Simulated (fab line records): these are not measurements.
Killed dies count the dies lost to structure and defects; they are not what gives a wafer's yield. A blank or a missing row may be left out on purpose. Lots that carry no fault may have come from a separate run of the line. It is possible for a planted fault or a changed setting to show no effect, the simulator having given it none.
A lot that was struck, set against a sound lot | flow berkeley_cmos170 | 14 out of 331 route steps
Sound: these wafers, L783.2, L783.3, L783.5. The struck wafers were L780.3, L780.4, L780.5. Last of all comes the cause.
At each step with rows: each side's tool, then ch and its chambers, then its first start. Under that, the readings that differ: sound wafers | struck wafers | difference of the means | sigmas: that difference in standard deviations of wafers without a fault.
alike: readings whose means differ by less than 2 such deviations, and words and numbers that are the same on both sides. not compared: withheld readings, readings that some wafer has no value for, bounds like >300 that may hide the same value, and numbers for which the record gives no deviation and whose values overlap.
Wherever a step has rows on one side only, a row that says differs or no value, or a row with sigmas, the two part there. Numbers that have no deviation but don't overlap get no sigmas and don't part them. Lack of a reading on every wafer of one side parts them only where that side has two or more wafers.

UCB170_M2_STRIP_19: strips in O2.
  sound on plasma_asher-03 ch 1, day 11 17:17; struck on plasma_asher-03 ch 0,1, day 11 05:56
  alike: drypump_motor_current_A, oes_product_au
  not compared: rf_hours_counter_h
UCB170_M2_CD_MEAS_90: the cd target is 700 nm.
  sound: cd_sem-01 at day 11 17:24; struck: cd_sem-01 at day 11 06:02
  alike: cd_nm
UCB170_V2_CVD_00: deposits SiO2 from TEOS/O2, target thk 2000 nm, time 250 s.
  sound on pecvd-04 ch 0,1, day 11 17:30; struck on pecvd-01 ch 0,1,2, day 11 06:07
  alike: heater_power_w
UCB170_V2_THK_MEAS_01:
  sound: film_metro-02 at day 11 17:40; struck: film_metro-03 at day 11 06:17
  alike: V2_TEOS_THK
UCB170_V2_CMP_02: polishes SiO2.
  sound on cmp-02 ch 1,2,3, day 11 17:46; struck on cmp-01 ch 1,2,3, day 11 06:26
  alike: motor_current_A
UCB170_V2_BOW_MEAS_03:
  sound: film_metro-01 at day 11 18:02; struck: film_metro-02 at day 11 06:40
  alike: V2_BOW
UCB170_V2_THK_MEAS_04:
  sound: film_metro-01 at day 11 18:09; struck: film_metro-02 at day 11 06:46
  alike: V2_POLISHED_THK
then, 5 steps without rows for these wafers: UCB170_V2_CLEAN_05 (cleans in DIW); UCB170_V2_HMDS_06 (prime time 60 s); UCB170_V2_COAT_07 (resist thk 900 nm); UCB170_V2_SOFTBAKE_08 (time 60 s); UCB170_V2_EXPOSE_09 (exposes mask VIA2, target cd 700 nm).
UCB170_V2_PEB_10:
  struck on litho_track-03, day 11 07:56; sound on litho_track-01 ch 0, day 11 19:05
  no value came back on the struck wafers for chill_plate_temp_C (C), exhaust_pa (Pa); on the sound wafers chill_plate_temp_C (C) reads 22.95 22.95 22.99
then, 1 step without rows for these wafers: UCB170_V2_DEVELOP_11 (develop time 45 s).

== WHERE THEY PART ==
Only at UCB170_V2_PEB_10, as far as this record shows.

WHY: the cause the simulator had injected
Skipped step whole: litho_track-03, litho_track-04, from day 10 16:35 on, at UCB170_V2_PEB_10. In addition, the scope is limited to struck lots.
